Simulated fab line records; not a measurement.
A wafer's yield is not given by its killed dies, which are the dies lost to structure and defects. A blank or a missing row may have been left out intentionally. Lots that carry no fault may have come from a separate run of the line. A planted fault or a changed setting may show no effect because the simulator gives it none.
What tool caused it? | flow berkeley cmos170 | 42 wafers from 14 lots sampled at 4 of the route's 331 steps

## WHAT THE GAUGES READ, wafer by wafer
UCB170_START_BOW_MEAS_00. Usual: INCOMING_BOW typically reads 0 um, with standard deviation 6.3.
lot  | measured    | on            | INCOMING_BOW (um) | flag
L484 | day 1 10:01 | film metro-01 | 1 -9 -2           |
L486 | day 1 20:02 | film metro-01 | 7 1 -6            |
L487 | day 2 01:00 | film metro-01 | -5 16 -1          |
L488 | day 2 06:01 | film metro-03 | -1 8 -9           |
L493 | day 3 07:01 | film metro-04 | -9 -3 3           |
L494 | day 3 12:01 | film metro-01 | -3 2 0            |
L496 | day 3 22:02 | film metro-04 | -14 4 4           |
L498 | day 4 08:02 | film metro-04 | -3 4 -7           |
L500 | day 4 18:00 | film metro-03 | 9 -3 -8           |
L501 | day 4 23:03 | film metro-01 | 10 -2 0           |
L503 | day 5 09:00 | film metro-03 | 13 2 4            |
L504 | day 5 14:00 | film metro-01 | -8 3 -5           |
L506 | day 6 00:00 | film metro-04 | -8 -1 -16         |
L507 | day 6 05:00 | film metro-04 | 1 2 3             |

UCB170_PLDD_TW_MEAS_11. Usual: PLDD_TW typically reads 1013, with standard deviation 5.4.
lot  | measured     | on            | PLDD_TW        | flag
L484 | day 7 05:53  | film metro-03 | 1016 1013 1016 |
L486 | day 7 17:34  | film metro-04 | 1015 1014 1021 |
L487 | day 8 06:45  | film metro-04 | 1021 1020 1024 |
L488 | day 8 07:24  | film metro-04 | 1019 1017 1015 |
L493 | day 9 05:07  | film metro-04 | 1026 1020 1018 |
L494 | day 10 02:10 | film metro-01 | 1018 1013 1013 |
L496 | day 10 08:40 | film metro-04 | 1014 1016 1017 |
L498 | day 10 08:58 | film metro-01 | 1007 1011 1006 |
L500 | day 11 08:03 | film metro-01 | 1011 1013 1013 |
L501 | day 11 08:25 | film metro-04 | 1018 1018 1021 |
L503 | day 11 11:24 | film metro-03 | 1013 1009 1013 |
L504 | day 11 15:59 | film metro-01 | 1011 1016 1006 |
L506 | day 12 01:11 | film metro-03 | 1017 1016 1006 |
L507 | day 12 00:53 | film metro-03 | 1012 1010 1017 |

## TOOL THAT RAN EACH LOT (tool first, then ch and the chambers of the sampled wafers, then the start)
lot  | UCB170_ZERO_SOFTBAKE_02          | UCB170_ZERO_ETCH_06
L484 | litho track-01 ch 0, day 1 21:39 | rie diel-01 ch 1,2,3, day 1 22:36
L486 | litho track-04 ch 0, day 2 06:29 | rie diel-03 ch 0,3, day 2 07:06
L487 | litho track-04 ch 0, day 2 12:25 | rie diel-01 ch 1,3, day 2 13:05
L488 | litho track-02 ch 0, day 2 21:31 | rie diel-04 ch 0,2, day 2 22:02
L493 | litho track-04 ch 0, day 3 17:48 | rie diel-03 ch 0,2, day 3 18:26
L494 | litho track-01 ch 0, day 4 01:42 | rie diel-03 ch 0,1,2, day 4 02:33
L496 | litho track-01 ch 0, day 4 11:49 | rie diel-03 ch 0,2, day 4 12:19
L498 | litho track-04 ch 0, day 5 01:02 | rie diel-04 ch 0,1, day 5 02:08
L500 | litho track-02 ch 0, day 5 06:08 | rie diel-04 ch 0,2, day 5 06:49
L501 | litho track-02 ch 0, day 5 11:44 | rie diel-03 ch 0,1,3, day 5 12:16
L503 | litho track-02 ch 0, day 5 18:53 | rie diel-03 ch 1,2, day 5 19:58
L504 | litho track-02 ch 0, day 6 02:25 | rie diel-04 ch 0,2,3, day 6 03:39
L506 | litho track-04 ch 0, day 6 10:32 | rie diel-04 ch 0,2,3, day 6 12:16
L507 | litho track-04 ch 0, day 6 16:55 | rie diel-01 ch 0,1,3, day 6 17:28
- UCB170_ZERO_SOFTBAKE_02: time 60 s.
- UCB170_ZERO_ETCH_06: etches SiO2 in CHF3/CF4/Ar, time 12 s.

## AS READ BY THE TOOLS THEMSELVES (means over the sampled wafers that have a number; for cases with no such wafer, the mark the record gives instead)
UCB170_ZERO_SOFTBAKE_02. Usual: chill plate temp C 23.03 C, standard deviation 0.11; heater power total W 56.80 W, standard deviation 0.046; run length s 88.95 s, standard deviation 0.17.
lot  | tool           | chill plate temp C (C) | heater power total W (W) | run length s (s) | flag
L484 | litho track-01 | 23.02                  | 56.78                    | 89.26            |
L486 | litho track-04 | 23.03                  | 56.80                    | 88.95            |
L487 | litho track-04 | 22.98                  | 56.84                    | 88.91            |
L488 | litho track-02 | 23.20                  | 56.82                    | 88.76            |
L493 | litho track-04 | 23.02                  | 56.79                    | 88.84            |
L494 | litho track-01 | 23.03                  | 59.73                    | 79.47            | OFF
L496 | litho track-01 | 23.04                  | 59.72                    | 79.35            | OFF
L498 | litho track-04 | 23.07                  | 56.83                    | 88.88            |
L500 | litho track-02 | 23.08                  | 56.83                    | 88.79            |
L501 | litho track-02 | 23.05                  | 56.81                    | 88.77            |
L503 | litho track-02 | 23.00                  | 56.84                    | 88.85            |
L504 | litho track-02 | 23.12                  | 56.78                    | 88.75            |
L506 | litho track-04 | 22.81                  | 56.78                    | 88.88            |
L507 | litho track-04 | 23.00                  | 56.86                    | 88.95            |

UCB170_ZERO_ETCH_06. Usual: chamber pressure mTorr 100.01 mTorr, standard deviation 0.094; drypump motor current A 5.4 A, standard deviation 0.38; oes product au 0.616 a.u., standard deviation 0.01; throttle valve pct 9.27 %, standard deviation 0.15.
lot  | tool        | chamber pressure mTorr (mTorr) | drypump motor current A (A) | oes product au (a.u.) | throttle valve pct (%) | flag
L484 | rie diel-01 | 100.11                         | 5.2                         | 0.618                 | 9.41                   |
L486 | rie diel-03 | 99.99                          | 5.9                         | 0.624                 | 9.19                   |
L487 | rie diel-01 | 100.11                         | 5.4                         | 0.626                 | 9.39                   |
L488 | rie diel-04 | 99.99                          | 5.1                         | 0.610                 | 9.38                   |
L493 | rie diel-03 | 100.02                         | 5.1                         | 0.612                 | 9.07                   |
L494 | rie diel-03 | 100.10                         | 5.4                         | 0.624                 | 9.10                   |
L496 | rie diel-03 | 99.90                          | 5.2                         | 0.621                 | 9.17                   |
L498 | rie diel-04 | 100.04                         | 5.4                         | 0.616                 | 9.32                   |
L500 | rie diel-04 | 100.02                         | 5.1                         | 0.610                 | 9.38                   |
L501 | rie diel-03 | 100.03                         | 5.8                         | 0.615                 | 9.16                   |
L503 | rie diel-03 | 99.95                          | 5.6                         | 0.601                 | 9.02                   |
L504 | rie diel-04 | 100.01                         | 5.2                         | 0.616                 | 9.32                   |
L506 | rie diel-04 | 100.09                         | 5.2                         | 0.608                 | 9.32                   |
L507 | rie diel-01 | 100.02                         | 5.4                         | 0.620                 | 9.40                   |

## THE ANSWER, worked out from the rows above alone
Rule: take the mean of a lot's wafers that have a number; if it is more than 3 standard deviations from the usual mean, the lot is off. A lot without any number at a reading at which 4 lots or more have one is off too. Any other lot the step has rows for is counted as sound. The gauges are gone through in route order, then the tools' own readings, and for those a lot's mean is taken as printed above. The first step at which some lot is off is used, and at that step the reading that is off furthest; a lot without a number counts as furthest.
Off: L494, L496, at UCB170_ZERO_SOFTBAKE_02 (heater power total W).
A tool fits if, at that step or a process step before it, it ran every lot that is off, and no sound lot after the first of them. One fits: litho track-01 at UCB170_ZERO_SOFTBAKE_02. Its last sound lot is L484 (day 1 21:39), its first lot that is off L494 (day 4 01:42): a fault that began between those two fits.
The tool's own readings at UCB170_ZERO_SOFTBAKE_02 bear it out: on the lots that are off they differ by more than 5 times the standard deviation of the sound lots' means. heater power total W reads 59.72 W there against 56.81 W on the sound lots; run length s reads 79.41 s there against 88.88 s on the sound lots.

## WHAT THE SIMULATOR PUT IN
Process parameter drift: litho track-01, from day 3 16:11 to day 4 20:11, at UCB170_ZERO_SOFTBAKE_02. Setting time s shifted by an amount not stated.
Lots struck among those shown: L494, L496. Same finding as the rule above.
